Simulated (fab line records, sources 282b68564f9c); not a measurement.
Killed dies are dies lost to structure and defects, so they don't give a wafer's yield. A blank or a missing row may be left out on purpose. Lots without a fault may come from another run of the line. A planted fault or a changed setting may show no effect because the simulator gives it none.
Problem report in the 8D (eight disciplines) form, filled by code | flow rit_cmos | the parts of the form that need people (team, actions taken, sign-off) are left out

1. THE PROBLEM
FOX2_OXIDE_THK at RIT_FOX2_THK_MEAS_01 reads a mean of 506 nm on 6 wafers of 2 lots; wafers without a fault read 350 nm with a standard deviation of 6.6. That is +24 standard deviations from the usual mean.
First seen on wafer L738.4, day 5 09:07, on film_metro-01. The record holds 42 wafers of 14 lots with a number at this step. Rule for "out", or "out of limits": more than 4 standard deviations from the usual mean. The other wafers with a number count as sound.

2. WHAT IT IS AND WHAT IT IS NOT
question                    | is                           | is not
which readings at this step | FOX2_OXIDE_THK               | -
which lots                  | L738, L739                   | L721, L723, L725, L727, L728, L729, L730, L731, L732, L733, L734, L735
which wafers of those lots  | all that have a number       | -
read on which gauges        | film_metro-01, film_metro-04 | film_metro-03
when                        | from day 5 09:07             | up to then (36 sound wafers)

3. SUSPECTS, AND WHAT RULES EACH OUT
Counting: a tool at a process step up to the reading stays a suspect if it ran every lot that is out and no sound lot after the first of them.
- the gauge at RIT_FOX2_THK_MEAS_01: ruled out. The wafers that are out were read on 2 gauges (film_metro-01, film_metro-04).
- furnace-03 at RIT_FOX2_OXIDATION_00 (target thk 350.7 nm, ox time 1130 s): kept. It ran every lot that is out, first L738 (day 5 07:46), and no sound lot after that; its last sound lot up to then is L735 (day 4 15:18).
Left after counting: furnace-03 at RIT_FOX2_OXIDATION_00.

4. THE CAUSE (what the simulator had put in)
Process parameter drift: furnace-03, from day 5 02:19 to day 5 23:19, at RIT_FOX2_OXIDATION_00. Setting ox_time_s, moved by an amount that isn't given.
Counting left only this tool.

5. THE CHAIN OF EFFECTS, in route order
Each row: a reading whose mean over the struck wafers that have a number lies more than 3 standard deviations from the usual. Only readings for which the record gives a usual standard deviation are gone through. hours: the time from each lot's start at the first step in this table that gives one to its start at this step, as a median over the lots. sigmas: the change in usual standard deviations.
hours | step                 | reading                | usual  | on struck wafers | change | sigmas
0     | RIT_FOX2_THK_MEAS_01 | FOX2_OXIDE_THK         | 350 nm | 506              | +156   | +24
1     | RIT_FOX2_THK_MEAS_90 | FIELD_OXIDE_LEFT_1_THK | 322 nm | 479              | +157   | +24
16    | RIT_FOX2_THK_MEAS_91 | FIELD_OXIDE_LEFT_2_THK | 254 nm | 411              | +157   | +23

6. WHAT WOULD HAVE CAUGHT IT SOONER
In this record the first reading out of limits at a measuring or inspecting step was taken at day 5 09:07, 7 hours after the fault began at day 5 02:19.
Of the tool readings at RIT_FOX2_OXIDATION_00 for which the record gives a usual standard deviation, none was out on any struck wafer, so an alarm limit of 4 standard deviations on them would not have fired.
Of the lots that are out (2), L739 began RIT_FOX2_OXIDATION_00 on furnace-03 after day 5 09:07. A hold on the tool at that time would have spared it.
